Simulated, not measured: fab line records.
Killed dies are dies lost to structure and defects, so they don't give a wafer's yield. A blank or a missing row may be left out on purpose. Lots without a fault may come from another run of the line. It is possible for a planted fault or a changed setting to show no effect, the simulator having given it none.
Split-lot trial	flow rit cmos	on a route of 202 steps: 5 lots, 23 wafers read

## SPLIT DETAILS
At RIT_NRETRO_SOFTBAKE_02 (time 60 s), the setting temp c was moved away from the recipe's 90 C on 9 of the 23 wafers read, by -3.4% to +2.2%. For the rest of the wafers, this setting stayed at what the recipe calls for.

## FROM THE SPLIT TO THE READING: what the file shows between them, 2 steps
- RIT_NRETRO_EXPOSE_03: exposes mask M4, target cd 43900 nm
- RIT_NRETRO_PEB_04

## THE READING
NOVOLAK_of_NRETRO_COAT_01.thk nm (the simulator's own value, which no gauge read), in nm, at RIT_NRETRO_DEVELOP_05 (develop time 68 s). No usual value for it is given in the file. Average 1303 nm, standard deviation 3.3 nm, over the 14 wafers here run with the recipe.

wafer	tool, chamber at the split	temp c as run, C	against the recipe	NOVOLAK_of_NRETRO_COAT_01.thk nm, nm	against lot-mates on the recipe
L074.1	litho track-03, 0	90	recipe	1300	-
L074.2	litho track-03, 0	90	recipe	1301	-
L074.3	litho track-03, 0	90	recipe	1299	-
L074.5	litho track-03, 0	91.75	+1.9%	1292	-8
L074.6	litho track-03, 0	91.75	+1.9%	1294	-6
L076.1	litho track-01, 0	90	recipe	1304	-
L076.2	litho track-01, 0	90	recipe	1303	-
L076.3	litho track-01, 0	90	recipe	1299	-
L076.5	litho track-01, 0	88.06	-2.2%	1310	+8
L076.6	litho track-01, 0	88.06	-2.2%	1312	+10
L077.2	litho track-01, 0	90	recipe	1305	-
L077.4	litho track-01, 0	90	recipe	1309	-
L077.5	litho track-01, 0	90	recipe	1304	-
L079.2	litho track-02, 0	90	recipe	1299	-
L079.3	litho track-02, 0	90	recipe	1300	-
L079.4	litho track-02, 0	91.99	+2.2%	1294	-7
L079.5	litho track-02, 0	91.99	+2.2%	1289	-12
L079.6	litho track-02, 0	90	recipe	1303	-
L083.1	litho track-03, 0	86.9	-3.4%	1314	+7
L083.2	litho track-03, 0	86.9	-3.4%	1319	+12
L083.3	litho track-03, 0	90	recipe	1305	-
L083.4	litho track-03, 0	86.9	-3.4%	1320	+13
L083.6	litho track-03, 0	90	recipe	1309	-

THE FIT
A straight line over all 23 wafers: NOVOLAK_of_NRETRO_COAT_01.thk nm changes by -4.49 nm for each +1% of temp c; r = -0.93; the points scatter about the line by 3.1 nm.
The same after taking each lot's own level away (the mean of its wafers on the recipe; 23 wafers): -3.5 nm for each +1%; r = -0.94; scatter 2.2 nm.
The reading moves by 12 nm for the largest change in temp c, on that fit.
The span of the lots' own levels, 1300.0 to 1307.0 nm, comes to 2.1 times the standard deviation stated above.
Thus the slope moves with the lot-to-lot level: the two fits are different.
Check: for one of the wafers moved furthest among these (-3.4%), held out of the fit, the line's prediction against its lot-mates is +13.2 nm. It came out at +7 nm against them.

## THE OTHER SPLITS THESE WAFERS WENT THROUGH
Note: prior to the reading, these wafers also went through further splits. Each is held against what the fit with the lots' levels taken away leaves over:
other split on the same wafers	wafers away from the commonest value	r with NOVOLAK_of_NRETRO_COAT_01.thk nm (lot level and that fit taken away)
RIT_ACTIVE_OXIDATION_01 ox time s	15	-0.20
RIT_ACTIVE_EXPOSE_08 dose mj	11	+0.08
RIT_ACTIVE_STRIP_14 pressure mtorr	18	-0.07
RIT_FOX1_OXIDATION_00 temp c	15	+0.00
RIT_NWELL_COAT_01 spin rpm	5	+0.14
RIT_NWELL_IMPLANT_08 energy kev	10	-0.11
RIT_PWELL_IMPLANT_08 dose cm2	6	+0.20

## THE FILE'S OWN FIT
NOVOLAK_of_NRETRO_COAT_01.thk nm changes by -3.65 nm for each +1% of temp c, r = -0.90.
